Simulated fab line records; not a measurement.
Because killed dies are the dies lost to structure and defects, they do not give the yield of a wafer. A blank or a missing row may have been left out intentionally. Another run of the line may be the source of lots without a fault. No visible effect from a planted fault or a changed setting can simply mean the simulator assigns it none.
Struck lot and sound lot, side by side || flow ritCmos || 15 steps out of a route of 202
Sound: wafers L584.1, L584.4, L584.6. Struck: wafers L592.2, L592.6 (left out: L592.5, a lot-mate that was not struck); the cause follows at the end.
Per side, at each step with rows, come the tool, then ch with its chambers, and then its first start. Under that, the readings that differ: sound wafers || struck wafers || difference of the means || sigmas: that difference in standard deviations of wafers without a fault.
alike: readings with means less than 2 such deviations apart, plus words and numbers identical on both sides. not compared: withheld readings, readings lacking a value on some wafer, bounds such as >300 that could conceal the same value, and numbers that have no deviation in the record and whose values overlap.
A row with sigmas, a row that says differs or no value, or rows on one side alone: a step with any of these is where the two part. Numbers that don't overlap but have no deviation are shown without sigmas and don't part them. A reading that every wafer of one side lacks parts them only if that side has two wafers or more.

first, 2 steps without rows for these wafers: RIT_REOX_CLEAN_02 (cleans in SC2, time 600 s); RIT_REOX_OXIDATION_03 (target thk 25.2 nm, ox time 5580 s).
RIT_REOX_THK_MEAS_04:
  sound on filmMetro-04, day 4 12:03; struck on filmMetro-04, day 5 23:23
  alike: REOX_OXIDE_THK
then, 6 steps without rows for these wafers: RIT_NLDD_HMDS_00 (prime time 60 s); RIT_NLDD_COAT_01 (resist thk 1000 nm); RIT_NLDD_SOFTBAKE_02 (time 60 s); RIT_NLDD_EXPOSE_03 (exposes mask M7, target cd 40700 nm); RIT_NLDD_PEB_04; RIT_NLDD_DEVELOP_05 (develop time 50 s).
RIT_NLDD_OVL_MEAS_06:
  sound on overlay-02, day 4 12:58; struck on overlay-01, day 6 00:17
  alike: NLDD_OVL
then, 2 steps without rows for these wafers: RIT_NLDD_HARDBAKE_07 (time 60 s); RIT_NLDD_IMPLANT_08.
RIT_NLDD_STRIP_09: strips in O2, time 180 s.
  sound on plasmaAsher-02 ch 0,1, day 4 13:18; struck on plasmaAsher-02 ch 1, day 6 00:37
{"reading": "chamberPressureMTorr (mTorr)", "sound": "3999 4006 4004", "struck": "2001 2001", "difference": -2002, "sigmas": "-99 or more"}
  alike: drypumpMotorCurrentA, o2FlowSccm
  not compared: rfHoursCounterH
RIT_NLDD_TW_MEAS_10:
  sound on filmMetro-03, day 4 13:28; struck on filmMetro-01, day 6 00:48
{"reading": "NLDD_TW", "sound": "2531 2522 2513", "struck": "2475 2473", "difference": -48, "sigmas": -2}
RIT_M1_PROBE_99:
  sound on prober-01, day 5 04:56; struck on prober-01, day 6 15:53
{"reading": "killedAtContacts", "sound": "0 2 0", "struck": "0 0", "difference": -1, "sigmas": -2}
  alike: killed_at_M0_to_M3, killedAtFrontEnd, killedDies, killedOnRim, killedOpen, killedShort

WHERE THEY PART
Last at RIT_M1_PROBE_99 as far as this record goes, first at RIT_NLDD_STRIP_09.

WHY: what the simulator had put in
plasmaAsher-02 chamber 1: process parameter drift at RIT_NLDD_STRIP_09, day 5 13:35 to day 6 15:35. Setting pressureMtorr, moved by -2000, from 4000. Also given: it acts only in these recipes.
